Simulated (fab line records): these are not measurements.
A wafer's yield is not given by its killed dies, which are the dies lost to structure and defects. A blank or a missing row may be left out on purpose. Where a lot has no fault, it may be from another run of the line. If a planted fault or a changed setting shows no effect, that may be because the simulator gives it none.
Problem report in the 8D (eight disciplines) form, filled by code / flow berkeley-cmos170 / the parts of the form that need people (team, actions taken, sign-off) are left out

## 1. THE ISSUE
Mean of chamber-pressure-mTorr at UCB170_V1_STRIP_15: 2799 mTorr across 3 wafers in 3 lots; on wafers with no fault it is 3500 mTorr (standard deviation 3.2). So: -99 or more standard deviations from the usual mean.
The step: strips in O2.
Earliest sighting: wafer L907.2 on plasma-asher-01 at day 8 22:30. Wafers with a number at this step in the record: 45, from 15 lots. By rule, "out" or "out of limits" means more than 4 standard deviations away from the usual mean. The other wafers with a number count as sound.

## 2. WHAT IT IS AND WHAT IT IS NOT
question=which readings at this step | is=chamber-pressure-mTorr | is not=drypump-motor-current-A, o2-flow-sccm, oes-product-au, strip-time-to-endpoint-s
question=which lots | is=L907, L910, L911 | is not=L900, L901, L902, L903, L905, L908, L912, L915, L917, L918, L919, L921
question=which wafers of those lots | is=L907.2, L910.6, L911.6 | is not=L907.3, L907.6, L910.1, L910.5, L911.1, L911.5
question=read on which tools | is=plasma-asher-01 | is not=plasma-asher-02, plasma-asher-04
question=when | is=from day 8 22:30 | is not=up to then (17 sound wafers); but 25 sound wafers of L908, L910, L911, L912, L915, L917, L918, L919, L921 came after

## 3. SUSPECTS, AND WHAT RULES EACH OUT
Counting: any tool at a process step up to the reading remains a suspect provided it ran every lot that is out. Sound lots after the first of them don't rule it out here, since some wafers of a struck lot are sound.
- plasma-asher-01 at UCB170_V1_STRIP_15 (strips in O2): kept. Ran every lot that is out, first one L907 (day 8 22:30); last sound lot up to then L905 (day 8 10:45). Out on those wafers are its own readings of chamber-pressure-mTorr.
- Within plasma-asher-01 at UCB170_V1_STRIP_15: the wafers that are out ran in chamber 0; their sound lot-mates ran in chamber 1.
Left after counting: plasma-asher-01 at UCB170_V1_STRIP_15.

## 4. THE CAUSE (what the simulator had put in)
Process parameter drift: plasma-asher-01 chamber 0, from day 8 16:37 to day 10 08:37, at UCB170_V1_STRIP_15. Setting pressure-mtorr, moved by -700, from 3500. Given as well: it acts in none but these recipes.
The count eliminated every tool but this one.

## 5. THE CHAIN OF EFFECTS, in route order
One row per reading whose mean, taken over the struck wafers that have a number, lies over 3 standard deviations from the usual. Only readings for which the record gives a usual standard deviation are gone through. hours: the time from each lot's start at the first step in this table that gives one to its start at this step, as a median over the lots. sigmas: the change in usual standard deviations.
hours=0; step=UCB170_V1_STRIP_15; reading=chamber-pressure-mTorr; usual=3500 mTorr; on struck wafers=2799; change=-701; sigmas=-99 or more
It contains these process steps:
- UCB170_V1_STRIP_15: strips in O2.

## 6. HOW IT WOULD HAVE BEEN CAUGHT EARLIER
First out-of-limits reading in this record: day 8 22:30, which is 6 hours after fault onset at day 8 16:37.
